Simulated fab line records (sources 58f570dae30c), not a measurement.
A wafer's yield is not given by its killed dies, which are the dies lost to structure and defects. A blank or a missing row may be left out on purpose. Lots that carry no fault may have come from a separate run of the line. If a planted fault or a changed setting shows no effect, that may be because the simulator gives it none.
Matching of chambers / flow berkeley_cmos170 / rie_diel-04 running UCB170_ACTIVE_ETCH_15: 4 sister chambers
The step etches Si3N4 in CH3F/Ar/O2, stops on SiO2, target depth 242 nm, time 151 s. 8 wafers are shown with their chamber, then 8 later ones without.

## WAFERS, EACH WITH ITS CHAMBER
wafer=L716.1; chamber=2; drypump_motor_current_A (A)=5.5; throttle_valve_pct (%)=8.19
wafer=L719.5; chamber=1; drypump_motor_current_A (A)=6.4; throttle_valve_pct (%)=7.85
wafer=L718.2; chamber=2; drypump_motor_current_A (A)=5.5; throttle_valve_pct (%)=8.18
wafer=L718.5; chamber=3; drypump_motor_current_A (A)=5.4; throttle_valve_pct (%)=8.07
wafer=L720.1; chamber=3; drypump_motor_current_A (A)=5.5; throttle_valve_pct (%)=8.05
wafer=L720.3; chamber=1; drypump_motor_current_A (A)=6.4; throttle_valve_pct (%)=7.87
wafer=L720.6; chamber=0; drypump_motor_current_A (A)=6.2; throttle_valve_pct (%)=7.84
wafer=L721.2; chamber=0; drypump_motor_current_A (A)=6.2; throttle_valve_pct (%)=7.86

## WAFERS WITH NO CHAMBER GIVEN
wafer=L721.5; drypump_motor_current_A (A)=5.5; throttle_valve_pct (%)=8.22
wafer=L721.6; drypump_motor_current_A (A)=6.4; throttle_valve_pct (%)=7.85
wafer=L725.1; drypump_motor_current_A (A)=5.4; throttle_valve_pct (%)=8.07
wafer=L725.2; drypump_motor_current_A (A)=6.4; throttle_valve_pct (%)=7.87
wafer=L725.5; drypump_motor_current_A (A)=6.4; throttle_valve_pct (%)=7.86
wafer=L728.1; drypump_motor_current_A (A)=6.4; throttle_valve_pct (%)=7.86
wafer=L728.2; drypump_motor_current_A (A)=5.5; throttle_valve_pct (%)=8.21
wafer=L728.3; drypump_motor_current_A (A)=6.2; throttle_valve_pct (%)=7.87

## THE CHAMBER EACH PASSED THROUGH
wafer=L721.5; from the rows above=2; in truth=2
wafer=L721.6; from the rows above=1; in truth=1
wafer=L725.1; from the rows above=3; in truth=3
wafer=L725.2; from the rows above=1; in truth=1
wafer=L725.5; from the rows above=1; in truth=1
wafer=L728.1; from the rows above=1; in truth=1
wafer=L728.2; from the rows above=2; in truth=2
wafer=L728.3; from the rows above=0; in truth=0
Correctly placed: 8 of 8. Can't be placed from these rows: 0. Wrongly placed: 0.
How it was worked out, from the rows above alone: a wafer's distance from a chamber is the root of the sum, over the readings, of the square of ((its reading less the chamber's mean) divided by the reading's scatter). The wafer belongs to the nearest chamber; if the next one is less than 2 further off, it can't be placed. Each chamber's mean is taken over the wafers shown for it. The scatter is the square root of a quotient: the sum, over the shown wafers, of each reading's squared deviation from its chamber's mean, divided by wafers minus chambers.
